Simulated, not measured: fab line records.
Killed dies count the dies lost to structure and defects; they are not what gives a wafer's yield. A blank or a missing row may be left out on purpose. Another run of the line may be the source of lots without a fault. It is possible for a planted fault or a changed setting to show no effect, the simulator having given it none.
Which of the tools did it? -- flow berkeley cmos170 -- 14 lots, 42 wafers sampled, at 5 steps of a route of 331

## WHAT THE GAUGES READ, wafer by wafer
UCB170_PWELL_THK_MEAS_06.
lot,measured,on,PWELL_NITRIDE_THK (nm)
L237,day 3 09:35,film metro-04,222.5 221.2 222.3
L240,day 3 23:40,film metro-01,219.5 222.1 220.4
L242,day 4 08:01,film metro-04,220.7 221.2 222.2
L248,day 5 09:59,film metro-01,222.6 224.6 222.4
L249,day 5 19:01,film metro-01,220.9 223.0 221.8
L251,day 6 16:04,film metro-01,220.2 221.0 221.6
L253,day 6 23:54,film metro-04,222.7 221.5 221.0
L252,day 6 23:55,film metro-01,220.9 217.9 219.0
L254,day 6 23:56,film metro-02,221.8 223.9 222.5
L256,day 7 22:55,film metro-01,224.4 223.0 225.9
L257,day 7 22:55,film metro-02,221.6 220.5 221.2
L258,day 8 05:48,film metro-04,221.1 223.9 222.2
L259,day 8 05:48,film metro-02,217.5 218.0 217.5
L260,day 8 12:20,film metro-04,222.6 221.0 223.2

UCB170_NLDD_TW_MEAS_11.
lot,measured,on,NLDD_TW
L237,day 7 19:22,film metro-02,2244 2258 2239
L240,day 8 06:49,film metro-03,2207 2197 2202
L242,day 8 21:20,film metro-03,2206 2210 2202
L248,day 9 22:18,film metro-02,30 31 30
L249,day 10 09:01,film metro-04,30 30 30
L251,day 10 23:38,film metro-03,2219 2213 2203
L253,day 11 07:56,film metro-03,2202 2207 2195
L252,day 11 08:25,film metro-03,2198 2194 2196
L254,day 11 07:01,film metro-02,2243 2254 2245
L256,day 12 01:11,film metro-03,2227 2198 2217
L257,day 12 00:55,film metro-04,2206 2210 2211
L258,day 12 17:13,film metro-03,2202 2206 2204
L259,day 12 18:26,film metro-03,2202 2192 2203
L260,day 12 22:01,film metro-04,2219 2201 2221

## WHAT TOOL EACH LOT RAN ON (gives the tool, then ch and the chambers of the sampled wafers, and finally the start)
lot,UCB170_GATE_ETCH_15,UCB170_PLDD_STRIP_10,UCB170_NLDD_STRIP_10
L237,"rie si-02 ch 2,3, day 7 15:21","plasma asher-01 ch 0,1, day 7 17:26","plasma asher-04 ch 0,1, day 7 19:16"
L240,"rie si-02 ch 0,3, day 8 02:31","plasma asher-03 ch 0,1, day 8 04:23","plasma asher-02 ch 0,1, day 8 06:43"
L242,"rie si-01 ch 0,1,2, day 8 17:05","plasma asher-04 ch 0,1, day 8 19:04","plasma asher-04 ch 0,1, day 8 21:14"
L248,"rie si-01 ch 0,1,2, day 9 18:25","plasma asher-04 ch 0,1, day 9 20:34","plasma asher-04 ch 0, day 9 22:11"
L249,"rie si-02 ch 1,2,3, day 10 03:16","plasma asher-01 ch 0,1, day 10 05:46","plasma asher-01 ch 0,1, day 10 08:54"
L251,"rie si-02 ch 0,1,3, day 10 17:04","plasma asher-03 ch 0,1, day 10 21:50","plasma asher-01 ch 0,1, day 10 23:31"
L253,"rie si-02 ch 1,2, day 11 03:54","plasma asher-01 ch 0,1, day 11 06:13","plasma asher-01 ch 1, day 11 07:50"
L252,"rie si-01 ch 0,1,2, day 11 03:57","plasma asher-01 ch 0,1, day 11 06:31","plasma asher-01 ch 0,1, day 11 08:19"
L254,"rie si-01 ch 1,2,3, day 11 03:10","plasma asher-03 ch 1, day 11 05:13","plasma asher-02 ch 0, day 11 06:55"
L256,"rie si-02 ch 1,2, day 11 20:59","plasma asher-01 ch 1, day 11 23:05","plasma asher-02 ch 0,1, day 12 01:05"
L257,"rie si-01 ch 1,2, day 11 20:50","plasma asher-03 ch 0,1, day 11 22:50","plasma asher-01 ch 0,1, day 12 00:48"
L258,"rie si-01 ch 2,3, day 12 12:56","plasma asher-03 ch 0,1, day 12 15:05","plasma asher-02 ch 0,1, day 12 17:07"
L259,"rie si-02 ch 0,1,3, day 12 13:39","plasma asher-01 ch 0,1, day 12 15:59","plasma asher-04 ch 0,1, day 12 18:20"
L260,"rie si-02 ch 1,2,3, day 12 16:57","plasma asher-04 ch 0,1, day 12 19:36","plasma asher-01 ch 0,1, day 12 21:55"
- UCB170_GATE_ETCH_15: etches poly-Si in HBr/Cl2, stops on SiO2, time 56.3 s, target depth 278.2 nm.
- UCB170_PLDD_STRIP_10: strips in O2.
- UCB170_NLDD_STRIP_10: strips in O2.

## WHAT THE TOOLS THEMSELVES READ (means of the sampled wafers that have a number; where no wafer has one, the mark that the record gives instead)
UCB170_GATE_ETCH_15.
lot,tool,HBr_flow_sccm (sccm),drypump motor current A (A),oes product au (a.u.),throttle valve pct (%)
L237,rie si-02,150.6,6.0,0.815,26.47
L240,rie si-02,150.0,5.9,0.820,26.28
L242,rie si-01,150.1,5.6,0.817,26.39
L248,rie si-01,150.4,5.6,0.822,26.37
L249,rie si-02,149.8,5.5,0.823,26.59
L251,rie si-02,149.9,5.5,0.829,26.41
L253,rie si-02,150.0,5.0,0.817,26.73
L252,rie si-01,150.1,5.7,0.818,26.37
L254,rie si-01,150.2,5.6,0.814,26.58
L256,rie si-02,149.6,5.0,0.833,26.73
L257,rie si-01,150.2,5.7,0.816,26.51
L258,rie si-01,150.2,5.4,0.808,26.62
L259,rie si-02,150.4,5.4,0.821,26.41
L260,rie si-02,149.9,5.5,0.829,26.60

UCB170_PLDD_STRIP_10.
lot,tool,chamber pressure mTorr (mTorr),drypump motor current A (A),oes product au (a.u.),strip time to endpoint s (s)
L237,plasma asher-01,3498.9,5.3,0.733,21.63
L240,plasma asher-03,3499.2,5.4,0.734,21.64
L242,plasma asher-04,3499.4,5.5,0.735,21.65
L248,plasma asher-04,-,-,-,-
L249,plasma asher-01,-,-,-,-
L251,plasma asher-03,3501.5,5.6,0.733,21.62
L253,plasma asher-01,3501.6,5.3,0.733,21.63
L252,plasma asher-01,3501.0,5.3,0.735,21.61
L254,plasma asher-03,3499.5,5.3,0.736,21.72
L256,plasma asher-01,3497.8,5.8,0.735,21.65
L257,plasma asher-03,3502.4,5.6,0.734,21.62
L258,plasma asher-03,3498.0,5.6,0.733,21.59
L259,plasma asher-01,3499.5,5.5,0.734,21.64
L260,plasma asher-04,3500.6,5.5,0.731,21.67

UCB170_NLDD_STRIP_10.
lot,tool,chamber pressure mTorr (mTorr),drypump motor current A (A),oes product au (a.u.),strip time to endpoint s (s)
L237,plasma asher-04,3502,5.6,0.733,21.65
L240,plasma asher-02,3502,5.7,0.732,21.51
L242,plasma asher-04,3500,5.6,0.735,21.65
L248,plasma asher-04,3498,5.4,0.739,47.64
L249,plasma asher-01,3499,5.6,0.736,47.80
L251,plasma asher-01,3502,5.5,0.734,21.66
L253,plasma asher-01,3497,5.8,0.733,21.67
L252,plasma asher-01,3500,5.3,0.740,21.64
L254,plasma asher-02,3502,5.9,0.731,21.70
L256,plasma asher-02,3500,5.7,0.739,21.73
L257,plasma asher-01,3503,5.3,0.732,21.55
L258,plasma asher-02,3501,5.5,0.734,21.58
L259,plasma asher-04,3505,5.6,0.735,21.60
L260,plasma asher-01,3501,5.5,0.729,21.61

## THE ANSWER, worked out from the rows above alone
Rule: the lots themselves supply what counts as usual. The widest of any qualifying gaps counts: lots, ordered by their means at a reading, are off when they make up no more than a third of the lots, leave a main group of 4 or more, and stand apart from it by 3 or more times the standard deviation of that group's means. A main group whose means are all the same, to the digits that the tables above print for the reading, isn't used. Also off: a lot with no number at a reading for which 4 or more lots have one. Where the step has rows for the other lots, those lots are counted as sound. The gauges are gone through in route order, then the tools' own readings, and for those a lot's mean is taken as printed above. The first step at which some lot is off is used, and at that step the reading that is off furthest; a lot without a number counts as furthest.
Off: L248, L249, at UCB170_NLDD_TW_MEAS_11 (NLDD_TW). For the main group the mean is 2213 and the standard deviation 16.
A tool fits if, at a process step before that reading, it ran every lot that is off, and no sound lot after the first of them. The gauges at UCB170_NLDD_TW_MEAS_11 aren't tried: what is off there is off at UCB170_PLDD_STRIP_10 too, on other tools, and a gauge's error can't cause that. No candidate that was tried fits.

## WHAT THE SIMULATOR HAD PUT IN
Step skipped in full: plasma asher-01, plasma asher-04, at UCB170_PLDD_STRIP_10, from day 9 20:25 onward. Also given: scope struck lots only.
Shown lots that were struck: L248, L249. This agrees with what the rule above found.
